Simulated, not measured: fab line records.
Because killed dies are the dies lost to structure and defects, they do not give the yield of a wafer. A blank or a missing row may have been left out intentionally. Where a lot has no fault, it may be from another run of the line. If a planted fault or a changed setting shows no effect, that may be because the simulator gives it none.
2 desks, one fault :: flow berkeley_cmos170 :: numbers are kept per desk, each desk with only its own; the story behind them comes last

## METROLOGY DESK
Lot by lot, what the gauges showed, no matter which tool ran the lot: averages of those sampled wafers that carry a number. If a lot's mean is further than 4 standard deviations from the usual mean, the lot is out of limits and carries the mark OUT (the distance appears in the brackets).
Columns: A = ACTIVE_NITRIDE_THK at UCB170_ACTIVE_THK_MEAS_06, usual 221.4 nm
lot: L967
first seen here: day 4 10:33
A: 219.4

lot: L968
first seen here: day 4 10:33
A: 219.2

lot: L969
first seen here: day 4 22:15
A: 224.1

lot: L971
first seen here: day 4 22:15
A: 221.0

lot: L970
first seen here: day 4 22:17
A: 222.3

lot: L972
first seen here: day 5 10:03
A: 219.3

lot: L973
first seen here: day 5 18:44
A: 223.4

lot: L974
first seen here: day 5 18:46
A: 219.5

lot: L975
first seen here: day 6 12:41
A: 220.7

lot: L977
first seen here: day 6 12:42
A: 219.6

lot: L981
first seen here: day 7 21:32
A: 221.9

lot: L983
first seen here: day 7 21:33
A: 222.1

lot: L990
first seen here: day 9 04:51
A: 221.0
This desk's finding: nothing out of limits on any of the 13 lots.

## TOOL OWNER'S DESK, rie_si-02
The tool's own readings at UCB170_GATE_ETCH_15 (etches poly-Si in HBr/Cl2, stops on SiO2, time 56.3 s, target depth 278.2 nm): means of the sampled wafers that have a number, for each lot that ran on this tool. If a lot's mean is further than 4 standard deviations from the usual mean, the lot is out of limits and carries the mark OUT (the distance appears in the brackets).
Columns: A = chamber_pressure_mTorr at UCB170_GATE_ETCH_15, usual 15.000 mTorr; B = drypump_motor_current_A at UCB170_GATE_ETCH_15, usual 5.6 A; C = oes_product_au at UCB170_GATE_ETCH_15, usual 0.852 a.u.; D = throttle_valve_pct at UCB170_GATE_ETCH_15, usual 26.38 %
lot: L967
first seen here: day 6 21:37
A: 15.002
B: 6.0
C: 0.827
D: 26.13

lot: L969
first seen here: day 7 05:59
A: 15.003
B: 5.7
C: 0.841
D: 26.26

lot: L970
first seen here: day 7 10:09
A: 14.998
B: 5.7
C: 0.841
D: 26.25

lot: L974
first seen here: day 7 17:15
A: 14.995
B: 5.6
C: 0.840
D: 26.44

lot: L975
first seen here: day 8 03:07
A: 14.987
B: 5.7
C: 0.854
D: 26.25

lot: L977
first seen here: day 8 03:14
A: 14.996
B: 5.5
C: 0.856
D: 26.44

lot: L983
first seen here: day 10 06:46
A: 15.027
B: 6.0
C: 0.707 (-8.1) OUT
D: 26.03

lot: L981
first seen here: day 10 06:53
A: 15.001
B: 6.0
C: 0.724 (-7.1) OUT
D: 26.02
This desk's verdict: out of limits on L981, L983, starting with L983 at day 10 06:46 (oes_product_au at UCB170_GATE_ETCH_15). Within limits: L967, L969, L970, L974, L975, L977.

## PUT TOGETHER
At day 10 06:46, on L981, L983, the tool owner's desk was in a position to raise an alarm.
At the metrology desk, nothing out of limits was observed.
The metrology desk holds a record of L981, L983, inside its limits.
The lots listed all ran UCB170_GATE_ETCH_15 on rie_si-02.

## WHAT THE SIMULATOR HAD INSERTED
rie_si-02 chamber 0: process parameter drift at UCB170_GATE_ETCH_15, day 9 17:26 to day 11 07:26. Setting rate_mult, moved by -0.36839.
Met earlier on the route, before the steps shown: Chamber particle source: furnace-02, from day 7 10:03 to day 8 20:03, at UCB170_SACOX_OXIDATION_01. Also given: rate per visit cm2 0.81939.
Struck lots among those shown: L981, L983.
How many hours passed from the start of the fault until each desk's first out-of-limits reading: the tool owner's desk, 13.
